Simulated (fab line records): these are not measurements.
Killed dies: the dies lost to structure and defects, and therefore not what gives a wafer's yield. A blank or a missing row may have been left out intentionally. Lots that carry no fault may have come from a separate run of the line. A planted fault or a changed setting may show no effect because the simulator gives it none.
Matching of chambers -- flow berkeleyCmos170 -- UCB170_V2_CMP_02 on cmp-02: 4 sister chambers
The step polishes SiO2. 8 wafers are shown with their chamber, then 8 later ones without.

WAFERS, EACH WITH ITS CHAMBER
wafer,chamber,motorCurrentA (A),edgeZonePressureFrac
L616.1,0,18.1,1.004
L621.2,1,15.3,0.993
L621.6,2,13.9,0.998
L623.2,1,14.6,1.002
L623.5,2,14.3,1.001
L624.3,0,17.2,0.993
L624.5,3,15.3,0.998
L625.1,3,14.7,1.003

WAFERS MISSING THEIR CHAMBER
wafer,motorCurrentA (A),edgeZonePressureFrac
L625.5,14.9,0.999
L625.6,16.4,0.991
L630.1,14.4,1.009
L630.4,14.8,1.000
L630.6,15.1,0.999
L635.1,17.7,0.996
L635.2,15.4,1.002
L635.3,15.1,1.004

WHICH CHAMBER EACH ONE RAN IN
wafer,from the rows above,in truth
L625.5,can't be placed: 1 or 3 or 2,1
L625.6,can't be placed: 0 or 1 or 3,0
L630.1,can't be placed: 2 or 3 or 1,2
L630.4,can't be placed: 3 or 1 or 2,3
L630.6,can't be placed: 3 or 1 or 2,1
L635.1,0,0
L635.2,can't be placed: 3 or 1 or 2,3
L635.3,can't be placed: 3 or 1 or 2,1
1 of 8 placed correctly. Can't be placed from these rows: 7 (the true chamber is among the candidates in 7). Wrongly placed: 0.
How it was worked out, from the rows above alone: a wafer's distance from a chamber is the root of the sum, over the readings, of the square of ((its reading less the chamber's mean) divided by the reading's scatter). The wafer belongs to the nearest chamber; if the next one is less than 2 further off, it can't be placed. For every chamber, the mean is computed from those of its wafers that are shown. The scatter is the square root of a quotient: the sum, over the shown wafers, of each reading's squared deviation from its chamber's mean, divided by wafers minus chambers.
